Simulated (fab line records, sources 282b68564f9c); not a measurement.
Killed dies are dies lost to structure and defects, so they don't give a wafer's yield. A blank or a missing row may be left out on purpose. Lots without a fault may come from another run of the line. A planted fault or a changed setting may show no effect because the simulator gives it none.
fab line records | flow rit_cmos
record lots=6 wafers=18 last_day=7
route steps=202 shown ACTIVE@1 FOX1@20 FOX2@23 M1@202
lots that met no fault: from a run of the same line without faults
start_h: hours from the record's first day to the start of the lot's first wafer shown | wait_h: hours since the lot's step before | " the same as in the row above | L1.1+2: a row that stands for several wafers | - no value, or no start given | * or withheld: withheld | < > ~ a bound
route shown NAME@n: a module of which the file shows steps, and the number in the route of the first | usual: mean/standard deviation of fault-free wafers | same: alike in all rows | chamber/n: place in a boat | sites: the reading at each site | _std_site: their standard deviation | _edge_site: outer sites' mean less inner sites' | radius_mm: how far each site lies from the wafer's centre | mask NAME#n: copy n | behind: the tool/chamber that last shaped the wafer | hold: why the lot was held/for how many hours/how that ended | device: the transistor (n, p or np) that didn't switch | end of line: the same wafers' tests at the end of the route | a step without rows: its recipe alone | killed: dies lost to structure and defects at the first sort, not the wafer's yield | map: a wafer's dies, x killed, . not, _ none there
set.NAME: the setting as run; set.NAME@STEP: as run at that earlier step | model.NAME: the simulator's own value behind a step, which no gauge read
lots at some steps of the route; a table a step, a row a wafer
services: from which hour (start_h, from the record's first day; less than 0 if before it) a tool's chamber was out of use, for how many hours, and why
## steps
# step RIT_ACTIVE_BOW_MEAS_00
# recipe mode=bow
# usual INCOMING_BOW=-1/7.1
# columns lot.wafer tool chamber start_h wait_h INCOMING_BOW[um]
L457.2 film_metro-03 - 10.02 - 7
L457.4 " - " " -7
L457.5 " - " " -9
L461.1 film_metro-02 - 30.00 - -14
L461.3 " - " " 5
L461.6 " - " " 8
L466.1 film_metro-02 - 55.00 - -4
L466.2 " - " " -2
L466.4 " - " " 10
L472.2 film_metro-03 - 85.02 - 5
L472.4 " - " " -6
L472.6 " - " " -1
L474.1 film_metro-03 - 95.00 - -16
L474.3 " - " " 18
L474.5 " - " " 6
L478.1 film_metro-01 - 115.00 - 1
L478.3 " - " " -7
L478.6 " - " " -4
# step RIT_ACTIVE_OXIDATION_01
# recipe temp_c=1000 ambient=O2 target_thk_a=468 ox_time_s=3360
# step RIT_ACTIVE_THK_MEAS_02
# recipe reads=SiO2_of_ACTIVE_OXIDATION_01
# usual ACTIVE_OXIDE_THK=47.0/0.8
# columns lot.wafer tool chamber start_h wait_h ACTIVE_OXIDE_THK[nm]
L457.2 film_metro-02 - 12.37 0.0 46.2
L457.4 " - " " 46.7
L457.5 " - " " 46.9
L461.1 film_metro-02 - 34.06 0.0 46.7
L461.3 " - " " 47.7
L461.6 " - " " 47.3
L466.1 film_metro-01 - 57.05 0.0 48.7
L466.2 " - " " 47.4
L466.4 " - " " 48.1
L472.2 film_metro-01 - 89.13 0.0 48.1
L472.4 " - " " 48.6
L472.6 " - " " 48.9
L474.1 film_metro-03 - 97.05 0.0 46.6
L474.3 " - " " 46.4
L474.5 " - " " 47.5
L478.1 film_metro-03 - 117.48 0.0 46.4
L478.3 " - " " 47.4
L478.6 " - " " 47.6
# step RIT_ACTIVE_CVD_03
# recipe material=Si3N4 target_thk_nm=150 temp_c=810 precursor=SiH2Cl2/NH3 time_s=1500 pressure_mtorr=300 sih2cl2_flow_sccm=60 nh3_flow_sccm=150
# usual spike_tc_centre_C=813.3/1.5 spike_tc_load_C=832.3/1.8 spike_tc_source_C=833/3.4 susceptor_temp_C=810.1/0.31 zone_power_centre_pct=40/3.7
# columns lot.wafer tool chamber start_h wait_h spike_tc_centre_C spike_tc_load_C spike_tc_source_C susceptor_temp_C zone_power_centre_pct model.Si3N4_of_ACTIVE_CVD_03.thk_nm
L457.2 lpcvd-01 0 12.42 0.0 812.0 829.3 835 809.9 43 150.9
L457.4 " 0 " " 812.6 831.0 836 809.9 43 152.1
L457.5 " 0 " " 814.5 831.1 833 810.2 43 150.6
L461.1 lpcvd-01 1 34.12 0.1 813.2 830.1 830 810.3 33 150.8
L461.3 " 1 " " 811.4 829.5 828 810.1 34 150.8
L461.6 " 1 " " 812.9 831.1 827 810.2 34 150.5
L466.1 lpcvd-02 0 57.11 0.1 815.4 834.1 837 810.4 40 149.6
L466.2 " 0 " " 814.4 833.5 839 810.2 41 149.1
L466.4 " 0 " " 813.4 835.3 839 810.4 41 148.5
L472.2 lpcvd-02 0 89.39 0.3 829.7 850.6 854 825.0 41 191.9
L472.4 " 0 " " 829.9 850.4 852 824.8 42 191.3
L472.6 " 0 " " 828.9 851.4 852 825.2 41 190.9
L474.1 lpcvd-02 1 97.11 0.1 827.9 846.1 846 824.9 44 194.4
L474.3 " 1 " " 827.1 848.3 845 825.2 44 193.9
L474.5 " 1 " " 827.5 847.2 847 824.9 44 194.6
L478.1 lpcvd-01 1 117.54 0.1 812.6 830.6 830 810.3 34 149.7
L478.3 " 1 " " 813.7 831.3 830 810.4 33 150.2
L478.6 " 1 " " 813.4 830.5 829 810.3 34 149.8
# step RIT_ACTIVE_THK_MEAS_04
# recipe reads=Si3N4_of_ACTIVE_CVD_03
# usual ACTIVE_NITRIDE_THK=150.1/1.6
# columns lot.wafer tool chamber start_h wait_h ACTIVE_NITRIDE_THK[nm]
L457.2 film_metro-03 - 13.85 0.0 150.9
L457.4 " - " " 152.2
L457.5 " - " " 150.7
L461.1 film_metro-03 - 35.53 0.0 150.8
L461.3 " - " " 150.8
L461.6 " - " " 150.4
L466.1 film_metro-03 - 58.53 0.0 149.7
L466.2 " - " " 149.1
L466.4 " - " " 148.5
L472.2 film_metro-03 - 91.53 0.0 191.9
L472.4 " - " " 191.3
L472.6 " - " " 190.7
L474.1 film_metro-01 - 98.53 0.0 194.4
L474.3 " - " " 193.9
L474.5 " - " " 194.8
L478.1 film_metro-03 - 118.95 0.0 149.7
L478.3 " - " " 150.3
L478.6 " - " " 149.7
# step RIT_ACTIVE_HMDS_05
# recipe prime_time_s=60 prime_temp_c=140
# step RIT_ACTIVE_COAT_06
# recipe resist=NOVOLAK spin_rpm=3250 resist_thk_nm=1000
# step RIT_ACTIVE_SOFTBAKE_07
# recipe resist=NOVOLAK temp_c=90 time_s=60
# step RIT_ACTIVE_EXPOSE_08
# recipe mask_id=M1 na=0.6 source_shape=conventional sigma_outer=0.6 target_cd_nm=1400 dose_mj=225
# step RIT_ACTIVE_PEB_09
# recipe resist=NOVOLAK temp_c=withheld time_s=withheld
# step RIT_ACTIVE_DEVELOP_10
# recipe resist=NOVOLAK develop_time_s=50 dev_temp_c=23
# step RIT_ACTIVE_CD_MEAS_11
# recipe target_cd_nm=1400
# usual cd_nm=1400.0/2.1
# columns lot.wafer tool chamber start_h wait_h cd_nm
L457.2 cd_sem-01 - 14.90 - 1398.1
L457.4 " - " " 1398.4
L457.5 " - " " 1398.4
L461.1 cd_sem-01 - 36.57 - 1399.6
L461.3 " - " " 1398.4
L461.6 " - " " 1399.2
L466.1 cd_sem-02 - 59.56 - 1401.6
L466.2 " - " " 1403.5
L466.4 " - " " 1404.2
L472.2 cd_sem-01 - 92.57 - 1401.5
L472.4 " - " " 1401.5
L472.6 " - " " 1401.5
L474.1 cd_sem-01 - 99.56 - 1402.5
L474.3 " - " " 1401.6
L474.5 " - " " 1401.0
L478.1 cd_sem-01 - 119.99 - 1401.4
L478.3 " - " " 1401.9
L478.6 " - " " 1403.3
# step RIT_ACTIVE_HARDBAKE_12
# recipe resist=NOVOLAK temp_c=140 time_s=60
# step RIT_ACTIVE_ETCH_13
# recipe stop_on=SiO2 chemistry=SF6 target=Si3N4 time_s=210 over_etch_frac=0.4 SF6_flow_sccm=200 pressure_mtorr=260 rf_w=125 target_depth_a=2100
# usual drypump_motor_current_A=5.8/0.42 oes_product_au=0.830/0.014 throttle_valve_pct=7.45/0.1
# columns lot.wafer tool chamber start_h wait_h drypump_motor_current_A oes_product_au rf_hours_counter_h throttle_valve_pct model.etch.depth_nm model.ACTIVE.feature_depth_nm
L457.2 rie_diel-02 3 15.15 0.1 6.1 0.842 50 7.48 150.9 150.9
L457.4 " 2 " " 6.3 0.846 105 7.33 152.1 152.1
L457.5 " 0 " " 6.1 0.859 - 7.57 150.6 151.9
L461.1 rie_diel-03 1 36.84 0.1 5.5 0.835 114 7.48 150.8 152.4
L461.3 " 0 " " 6.3 0.843 142 7.37 150.8 150.8
L461.6 " 1 " " 5.5 0.832 - 7.49 150.5 152.1
L466.1 rie_diel-04 3 59.83 0.1 6.0 0.808 113 7.29 149.6 149.6
L466.2 " 1 " " 5.3 0.819 7 7.22 149.1 149.9
L466.4 " 2 " " 5.6 0.832 105 7.53 148.5 149.3
L472.2 rie_diel-03 1 92.85 0.1 5.6 0.945 115 7.50 191.9 193.6
L472.4 " 2 " " 5.7 0.948 3 7.51 191.3 191.6
L472.6 " 1 " " 5.5 0.949 - 7.48 190.9 192.5
L474.1 rie_diel-03 2 99.83 0.1 5.7 0.955 3 7.53 194.4 194.7
L474.3 " 1 " " 5.5 0.956 115 7.48 193.9 195.6
L474.5 " 1 " " 5.6 0.963 - 7.48 194.6 196.3
L478.1 rie_diel-02 1 120.26 0.1 5.9 0.817 113 7.43 149.7 149.7
L478.3 " 3 " " 6.1 0.834 52 7.49 150.2 150.2
L478.6 " 1 " " 5.8 0.814 - 7.43 149.8 149.8
# step RIT_ACTIVE_STRIP_14
# recipe chemistry=O2 time_s=180 resist=NOVOLAK platen_temp_c=withheld power_w=500 pressure_mtorr=4000 o2_flow_sccm=4000
# usual drypump_motor_current_A=5.77/0.23
# columns lot.wafer tool chamber start_h wait_h drypump_motor_current_A rf_hours_counter_h
L457.2 plasma_asher-03 0 15.28 0.1 5.37 36
L457.4 " 0 " " 5.40 -
L457.5 " 0 " " 5.34 -
L461.1 plasma_asher-02 0 36.97 0.1 5.74 26
L461.3 " 1 " " 6.03 -
L461.6 " 1 " " 6.02 -
L466.1 plasma_asher-03 0 59.97 0.1 5.36 41
L466.2 " 1 " " 5.75 41
L466.4 " 0 " " 5.40 -
L472.2 plasma_asher-01 1 92.98 0.1 6.06 42
L472.4 " 0 " " 5.74 -
L472.6 " 1 " " 6.08 -
L474.1 plasma_asher-03 0 99.97 0.1 5.40 46
L474.3 " 0 " " 5.39 -
L474.5 " 0 " " 5.43 -
L478.1 plasma_asher-02 0 120.39 0.1 5.76 33
L478.3 " 1 " " 6.00 -
L478.6 " 1 " " 6.01 -
# step RIT_ACTIVE_CD_MEAS_90
# recipe target_cd_nm=1400
# usual cd_nm=1400.0/2.2
# columns lot.wafer tool chamber start_h wait_h cd_nm
L457.2 cd_sem-01 - 15.47 0.1 1398.3
L457.4 " - " " 1398.2
L457.5 " - " " 1398.1
L461.1 cd_sem-02 - 37.15 0.1 1399.6
L461.3 " - " " 1398.3
L461.6 " - " " 1399.5
L466.1 cd_sem-01 - 60.14 0.1 1401.4
L466.2 " - " " 1404.0
L466.4 " - " " 1404.1
L472.2 cd_sem-01 - 93.18 0.1 1401.6
L472.4 " - " " 1401.9
L472.6 " - " " 1401.3
L474.1 cd_sem-01 - 100.14 0.1 1402.4
L474.3 " - " " 1401.6
L474.5 " - " " 1401.0
L478.1 cd_sem-01 - 120.57 0.1 1401.3
L478.3 " - " " 1402.4
L478.6 " - " " 1403.3
# step RIT_ACTIVE_CLEAN_15
# recipe chemistry=SC1 mix=3:3:50 time_s=600 temp_c=75
# step RIT_ACTIVE_CLEAN_16
# recipe chemistry=dHF dilution=50:1 time_s=30
# step RIT_ACTIVE_CLEAN_17
# recipe chemistry=SC2 mix=3:3:50 time_s=600 temp_c=75 dry=n2_spin
# step RIT_FOX1_OXIDATION_00
# recipe temp_c=1100 ambient=H2O target_thk_a=3507 p_h2o_torr=720 ox_time_s=1130
# step RIT_FOX1_THK_MEAS_01
# recipe reads=SiO2_of_FOX1_OXIDATION_00
# usual FOX1_OXIDE_THK=354/7
# columns lot.wafer tool chamber start_h wait_h FOX1_OXIDE_THK[nm]
L457.2 film_metro-02 - 17.26 0.0 356
L457.4 " - " " 352
L457.5 " - " " 357
L461.1 film_metro-02 - 41.87 0.0 348
L461.3 " - " " 345
L461.6 " - " " 356
L466.1 film_metro-02 - 63.55 0.0 351
L466.2 " - " " 350
L466.4 " - " " 356
L472.2 film_metro-02 - 94.97 0.0 363
L472.4 " - " " 363
L472.6 " - " " 357
L474.1 film_metro-01 - 103.50 0.0 344
L474.3 " - " " 344
L474.5 " - " " 341
L478.1 film_metro-04 - 123.24 0.0 347
L478.3 " - " " 354
L478.6 " - " " 349
# step RIT_FOX1_WET_ETCH_02
# recipe chemistry=BOE target_depth_nm=350 time_s=390 temp_c=21.5 dry=n2_spin dilution=10:1 target=SiO2
# step RIT_FOX2_OXIDATION_00
# recipe temp_c=1100 ambient=H2O target_thk_a=3507 p_h2o_torr=720 ox_time_s=1130
# step RIT_FOX2_THK_MEAS_01
# recipe reads=SiO2_of_FOX2_OXIDATION_00
# usual FOX2_OXIDE_THK=352/6.2
# columns lot.wafer tool chamber start_h wait_h FOX2_OXIDE_THK[nm]
L457.2 film_metro-02 - 18.78 0.0 354
L457.4 " - " " 350
L457.5 " - " " 355
L461.1 film_metro-04 - 46.06 0.0 348
L461.3 " - " " 345
L461.6 " - " " 343
L466.1 film_metro-04 - 65.69 0.0 355
L466.2 " - " " 353
L466.4 " - " " 355
L472.2 film_metro-04 - 97.12 0.0 336
L472.4 " - " " 343
L472.6 " - " " 338
L474.1 film_metro-03 - 105.12 0.1 352
L474.3 " - " " 356
L474.5 " - " " 356
L478.1 film_metro-04 - 124.74 0.0 348
L478.3 " - " " 352
L478.6 " - " " 352
# step RIT_FOX2_CLEAN_02
# recipe chemistry=dHF dilution=50:1 time_s=180
# columns lot.wafer tool chamber start_h wait_h model.Si3N4_of_ACTIVE_CVD_03.thk_nm
L457.2 wet_bench-04 3 18.83 0.0 131.7
L457.4 " 3 " " 132.9
L457.5 " 3 " " 131.3
L461.1+3 wet_bench-04 3 46.12 0.1 131.6
L461.6 " 3 " " 131.2
L466.1 wet_bench-03 2 65.75 0.1 130.3
L466.2 " 2 " " 129.8
L466.4 " 2 " " 129.2
L472.2 wet_bench-04 0 97.17 0.0 172.7
L472.4 " 0 " " 172.1
L472.6 " 0 " " 171.6
L474.1 wet_bench-04 3 105.18 0.1 175.2
L474.3 " 3 " " 174.7
L474.5 " 3 " " 175.4
L478.1+6 wet_bench-03 0 124.80 0.1 130.5
L478.3 " 0 " " 130.9
# step RIT_FOX2_WET_ETCH_03
# recipe chemistry=H3PO4 target=Si3N4 target_depth_nm=195 temp_c=165 time_s=2700
# step RIT_M1_PROBE_99
# usual killed_at_contacts=0.1/0.37 killed_at_front_end=6.9/2.9 killed_dies=7.1/2.9 killed_open=3.3/1.8 killed_short=3.6/2.2
# same gross_dies=264 killed_at_M0_to_M3=0 killed_at_M4_up=0 killed_at_back_side=0 killed_at_other=0
# columns lot.wafer tool chamber start_h wait_h killed_at_contacts killed_at_front_end killed_dies killed_open killed_short model.etest.nldd.width_nm model.etest.pldd.width_nm model.etest.nplus_sal.width_nm model.etest.pplus_sal.width_nm
L457.2 prober-01 - 65.35 0.1 0 6 6 3 3 3165 3188 3429 3440
L457.4 prober-01 - 65.45 0.2 0 9 9 4 5 3182 3181 3428 3423
L457.5 prober-01 - 65.50 0.2 0 6 6 1 5 3158 3153 3419 3434
L461.1 prober-01 - 92.90 0.1 0 3 3 2 1 3183 3198 3454 3455
L461.3 prober-01 - 93.00 0.2 0 6 6 3 3 3191 3197 3459 3446
L461.6 prober-01 - 93.15 0.2 0 5 5 4 1 3173 3192 3420 3441
L466.1 prober-02 - 111.83 0.1 0 11 11 3 8 3148 3130 3449 3453
L466.2 prober-02 - 111.88 0.1 0 11 11 4 7 3165 3174 3456 3440
L466.4 prober-02 - 111.98 0.2 1 8 9 7 1 3154 3169 3449 3434
L472.2 prober-02 - 138.89 0.1 0 10 10 4 6 3216 3211 3474 3473
L472.4 prober-02 - 138.99 0.2 0 6 6 2 4 3210 3196 3472 3476
L472.6 prober-02 - 139.09 0.2 0 5 5 3 2 3214 3206 3480 3479
L474.1 prober-02 - 145.51 0.1 0 4 4 2 2 3212 3226 3491 3498
L474.3 prober-02 - 145.61 0.2 0 4 4 2 2 3224 3202 3502 3490
L474.5 prober-02 - 145.71 0.2 0 5 5 2 2 3242 3219 3482 3478
L478.1 prober-02 - 164.89 0.1 0 5 5 1 4 3190 3196 3474 3459
L478.3 prober-02 - 164.99 0.2 0 8 8 5 3 3165 3195 3442 3445
L478.6 prober-02 - 165.14 0.2 0 13 13 8 5 3183 3174 3446 3461
# killed by level:class
L457.2 REOX:geometric_particle:short=2 SILICIDE:geometric_particle:open=2 GATE:geometric_particle:open=1 GATE:geometric_particle:short=1
L457.4 GATE:geometric_particle:short=2 REOX:geometric_particle:open=2 SPACER:geometric_particle:short=2 FOX2:geometric_particle:open=1 GATE:geometric_particle:open=1 REOX:geometric_particle:short=1
L457.5 REOX:geometric_particle:short=3 FOX2:geometric_particle:short=1 REOX:geometric_particle:open=1 SPACER:geometric_particle:short=1
L461.1 GATE:geometric_particle:short=1 GATE:geometric_particle:open=1 REOX:geometric_particle:open=1
L461.3 FOX1:geometric_particle:short=1 FOX1:geometric_particle:open=1 FOX2:geometric_particle:open=1 GATE:geometric_particle:short=1 SPACER:geometric_particle:short=1 SILICIDE:geometric_particle:open=1
L461.6 FOX2:geometric_particle:open=2 SILICIDE:geometric_particle:open=2 GATE:geometric_particle:short=1
L466.1 GATE:geometric_particle:short=3 FOX1:geometric_particle:short=2 GATE:geometric_particle:open=2 SPACER:geometric_particle:short=2 FOX1:geometric_particle:open=1 SILICIDE:geometric_particle:short=1
L466.2 GATE:geometric_particle:short=4 FOX1:geometric_particle:short=2 GATE:geometric_particle:open=2 REOX:geometric_particle:open=1 SPACER:geometric_particle:open=1 SPACER:geometric_particle:short=1
L466.4 GATE:geometric_particle:open=2 REOX:geometric_particle:open=2 SPACER:geometric_particle:open=2 GATE:geometric_particle:short=1 SILICIDE:geometric_particle:open=1 CONTACT:coat_microbubble_printed=1
L472.2 FOX1:geometric_particle:short=3 GATE:geometric_particle:short=2 FOX1:geometric_particle:open=1 GATE:geometric_particle:open=1 REOX:geometric_particle:open=1 REOX:geometric_particle:short=1 SILICIDE:geometric_particle:open=1
L472.4 SILICIDE:geometric_particle:short=2 FOX1:geometric_particle:open=1 FOX1:geometric_particle:short=1 GATE:geometric_particle:short=1 REOX:geometric_particle:open=1
L472.6 FOX1:geometric_particle:open=2 GATE:geometric_particle:short=1 GATE:geometric_particle:open=1 REOX:geometric_particle:short=1
L474.1 ACTIVE:geometric_particle:open=1 FOX1:geometric_particle:short=1 GATE:geometric_particle:open=1 GATE:geometric_particle:short=1
L474.3 GATE:geometric_particle:short=2 FOX1:geometric_particle:open=1 REOX:geometric_particle:open=1
L474.5 GATE:geometric_particle:short=2 GATE:geometric_particle:open=1 REOX:geometric_particle:open=1 PWELL:coat_microbubble_printed=1
L478.1 FOX1:geometric_particle:short=2 FOX2:geometric_particle:short=2 FOX2:geometric_particle:open=1
L478.3 SILICIDE:geometric_particle:open=2 FOX1:geometric_particle:short=1 FOX1:geometric_particle:open=1 GATE:geometric_particle:open=1 REOX:geometric_particle:short=1 SPACER:geometric_particle:open=1 SILICIDE:geometric_particle:short=1
L478.6 SPACER:geometric_particle:open=5 FOX2:geometric_particle:short=2 SILICIDE:geometric_particle:short=2 FOX1:geometric_particle:open=1 FOX2:geometric_particle:open=1 GATE:geometric_particle:short=1 REOX:geometric_particle:open=1
## services
# columns tool chamber start_h hours kind
rie_diel-03 - -9.04 0.4 repair
rie_diel-04 2 15.08 7.3 repair
rie_diel-02 - 26.79 1.1 repair
lpcvd-01 - 27.66 1.1 repair
plasma_asher-01 - 31.07 15.6 pm
rie_diel-04 0 31.66 4.8 repair
plasma_asher-02 - 58.08 9.8 repair
plasma_asher-02 - 67.84 9.9 pm
rie_diel-02 2 71.91 6.0 repair
rie_diel-03 0 101.25 13.4 repair
plasma_asher-03 - 108.75 9.0 pm
plasma_asher-03 0 108.75 9.0 vent_cycle
plasma_asher-03 1 108.75 9.0 vent_cycle
plasma_asher-03 0 117.75 - clean
plasma_asher-03 1 117.75 - clean
rie_diel-02 2 119.83 2.5 repair
## key
first_sign step=RIT_ACTIVE_CVD_03 reading=susceptor_temp_C direction=up sigmas=49 usual=* struck=*
effect step=RIT_ACTIVE_CVD_03 reading=spike_tc_centre_C direction=up sigmas=10 usual=813.3 struck=828.5
effect step=RIT_ACTIVE_THK_MEAS_04 reading=ACTIVE_NITRIDE_THK direction=up sigmas=26 usual=150.1 struck=192.8
effect step=RIT_ACTIVE_ETCH_13 reading=oes_product_au direction=up sigmas=8.7 usual=0.830 struck=0.953
model_effect step=RIT_ACTIVE_CVD_03 value=Si3N4_of_ACTIVE_CVD_03.thk_nm without=147.6 struck=192.8
model_effect step=RIT_ACTIVE_ETCH_13 value=etch.depth_nm without=147.6 struck=192.8
model_effect step=RIT_FOX2_CLEAN_02 value=Si3N4_of_ACTIVE_CVD_03.thk_nm without=128.4 struck=173.6
model_effect step=RIT_M1_PROBE_99 value=etest.nldd.width_nm without=3174 struck=3219
met_at RIT_ACTIVE_CVD_03
struck_wafers L472.2,L472.4,L472.6,L474.1,L474.3,L474.5
tester_left_out L472,L474
onset_between 57.11 89.39
fault kind=process_parameter_drift tool=lpcvd-02 chamber=- onset_h=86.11 steps=RIT_ACTIVE_CVD_03 channel=temp_c offset=* shape=step end_h=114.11 acts_in=* stated=*
# tester_left_out: of these lots the tester's yield and bins aren't shown, on N5 and GAA mostly nor the transistor test; their killed dies are dies lost to structure and defects alone, not to doping, threshold or leakage, so they don't give the yield
